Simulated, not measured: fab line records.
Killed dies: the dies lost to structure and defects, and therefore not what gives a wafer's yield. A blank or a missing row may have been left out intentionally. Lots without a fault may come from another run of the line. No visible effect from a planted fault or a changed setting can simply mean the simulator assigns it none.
A struck lot beside a sound one + flow berkeleyCmos170 + 32 steps out of a route of 331
Sound: wafers L194.2, L194.4, L194.5. Struck: wafer L215.2. (L215.5, L215.6 of the same lot were not struck and are left out.) The cause comes at the end.
For every step that has rows: the tool of each side, followed by ch and its chambers, followed by its first start. Under that, the readings that differ: sound wafers + struck wafers + difference of the means + sigmas: that difference in standard deviations of wafers without a fault.
alike: readings whose means differ by less than 2 such deviations, and words and numbers that are the same on both sides. not compared: withheld readings, readings that some wafer has no value for, bounds like >300 that may hide the same value, and numbers for which the record gives no deviation and whose values overlap.
A row with sigmas, a row that says differs or no value, or rows on one side alone: a step with any of these is where the two part. Numbers that have no deviation but don't overlap get no sigmas and don't part them. A reading that every wafer of one side lacks parts them only if that side has two wafers or more.

first, 6 steps without rows for these wafers: UCB170_V2_HMDS_06 (prime time 60 s); UCB170_V2_COAT_07 (resist thk 900 nm); UCB170_V2_SOFTBAKE_08 (time 60 s); UCB170_V2_EXPOSE_09 (exposes mask VIA2, target cd 700 nm); UCB170_V2_PEB_10; UCB170_V2_DEVELOP_11 (develop time 45 s).
UCB170_V2_CD_MEAS_12: target cd 700 nm.
  struck on cdSem-02, day 13 11:41; sound on cdSem-02, day 9 08:58
  alike: cdNm
UCB170_V2_OVL_MEAS_13:
  struck on overlay-01, day 13 11:48; sound on overlay-02, day 9 09:05
| reading     | sound    | struck | difference | sigmas |
|-------------|----------|--------|------------|--------|
| V2_OVL (nm) | 12 16 17 | -2     | -17        | -3     |
UCB170_V2_ETCH_14: etches SiO2 in CHF3/CF4/Ar, stops on Al, target depth 1250 nm, time 291 s.
  sound on rieDiel-03 ch 0,2,3, day 9 09:07; struck on rieDiel-03 ch 0, day 13 11:50
  alike: chamberPressureMTorr, drypumpMotorCurrentA, oesProductAu, throttleValvePct
  not compared: rfHoursCounterH
UCB170_V2_STRIP_15: strips in O2.
  sound on plasmaAsher-03 ch 0,1, day 9 09:17; struck on plasmaAsher-03 ch 0, day 13 12:00
  alike: chamberPressureMTorr, drypumpMotorCurrentA, oesProductAu, stripTimeToEndpointS
  not compared: rfHoursCounterH
UCB170_V2_CD_MEAS_90: target cd 700 nm.
  struck on cdSem-01, day 13 12:07; sound on cdSem-01, day 9 09:25
  alike: cdNm
then, 1 step without rows for these wafers: UCB170_M3_PRE_CLEAN_00 (preclean etch time 60 s).
UCB170_M3_SPUTTER_01: material Al, target thk 900 nm, time 120 s.
  struck on pvdSputter-02, day 13 12:17; sound on pvdSputter-04, day 9 09:35
| reading                              | sound             | struck | difference | sigmas |
|--------------------------------------|-------------------|--------|------------|--------|
| model.Al_of_M3_SPUTTER_01.thkNm (nm) | 894.2 903.4 896.5 | 1213   | +315       |        |
  alike: chamberPressurePa, throttleValvePct
UCB170_M3_RS_MEAS_02: the measuring method here is four-point-probe.
  struck on filmMetro-02, day 13 12:23; sound on filmMetro-03, day 9 09:41
| reading           | sound                | struck | difference | sigmas |
|-------------------|----------------------|--------|------------|--------|
| M3_AL_RS (ohm/sq) | 0.0324 0.0321 0.0323 | 0.0238 | -0.0085    | -18    |
UCB170_M3_THK_MEAS_03: measures by xrf.
  struck on filmMetro-02, day 13 12:30; sound on filmMetro-03, day 9 09:47
| reading        | sound       | struck | difference | sigmas |
|----------------|-------------|--------|------------|--------|
| M3_AL_THK (nm) | 895 906 903 | 1216   | +315       | +22    |
then, 3 steps without rows for these wafers: UCB170_M3_HMDS_04 (prime time 60 s); UCB170_M3_COAT_05 (resist thk 900 nm); UCB170_M3_SOFTBAKE_06 (time 60 s).
UCB170_M3_STRIP_07: strips in O2.
  sound on plasmaAsher-04 ch 0,1, day 9 10:17; struck on plasmaAsher-04 ch 0, day 13 13:34
  alike: chamberPressureMTorr, drypumpMotorCurrentA, oesProductAu, stripTimeToEndpointS
  not compared: rfHoursCounterH
then, 7 steps without rows for these wafers: UCB170_M3_STRIP_08 (strips KrF in DMSO, time 600 s); UCB170_M3_COAT_09; UCB170_M3_COAT_10 (resist thk 900 nm); UCB170_M3_SOFTBAKE_11 (time 60 s); UCB170_M3_EXPOSE_12 (exposes mask METAL3, target cd 700 nm); UCB170_M3_PEB_13; UCB170_M3_DEVELOP_14 (develop time 45 s).
UCB170_M3_CD_MEAS_15: target cd 700 nm.
  struck on cdSem-02, day 13 15:52; sound on cdSem-01, day 9 12:18
  alike: cdNm
UCB170_M3_OVL_MEAS_16:
  struck on overlay-01, day 13 15:58; sound on overlay-02, day 9 12:25
  alike: M3_OVL
UCB170_M3_ETCH_17: etches BARC in N2/H2.
  sound on rieDiel-02 ch 0,1,2, day 9 12:26; struck on rieDiel-01 ch 3, day 13 16:00
  alike: chamberPressureMTorr, drypumpMotorCurrentA, oesProductAu, throttleValvePct
UCB170_M3_METAL_ETCH_18: etches Al in Cl2/BCl3, stops on SiO2, target depth 1170 nm, time 195 s.
  sound on rieMetal-04 ch 1, day 9 12:33; struck on rieMetal-04 ch 1, day 13 16:02
| reading                      | sound                | struck | difference                   | sigmas |
|------------------------------|----------------------|--------|------------------------------|--------|
| chamberPressureMTorr (mTorr) | 11.993 11.984 12.000 | 12.022 | +0.030                       | +3     |
| oesProductAu (a.u.)          | 0.848 0.844 0.841    | 1.003  | +0.159                       | +9     |
| rfHoursCounterH (h)          | - - -                | 3      | no value on the sound wafers |        |
  alike: drypumpMotorCurrentA, throttleValvePct
UCB170_M3_STRIP_19: strips in O2.
  sound on plasmaAsher-04 ch 0,1, day 9 12:52; struck on plasmaAsher-01 ch 1, day 13 16:14
  alike: chamberPressureMTorr, drypumpMotorCurrentA, oesProductAu
  not compared: rfHoursCounterH
UCB170_M3_PROBE_99:
  struck on prober-01, day 13 16:37; sound on prober-01, day 9 13:15
| reading                            | sound                      | struck    | difference | sigmas |
|------------------------------------|----------------------------|-----------|------------|--------|
| model.etest.antennaM3.vtShiftV (V) | -0.01424 -0.01517 -0.01717 | -0.008974 | +0.006553  |        |

WHERE THEY PART
First at UCB170_V2_OVL_MEAS_13; last, within this record, at UCB170_M3_METAL_ETCH_18. Later steps at which nothing parts them and some readings are alike: UCB170_M3_STRIP_19.

WHY: the cause the simulator had injected
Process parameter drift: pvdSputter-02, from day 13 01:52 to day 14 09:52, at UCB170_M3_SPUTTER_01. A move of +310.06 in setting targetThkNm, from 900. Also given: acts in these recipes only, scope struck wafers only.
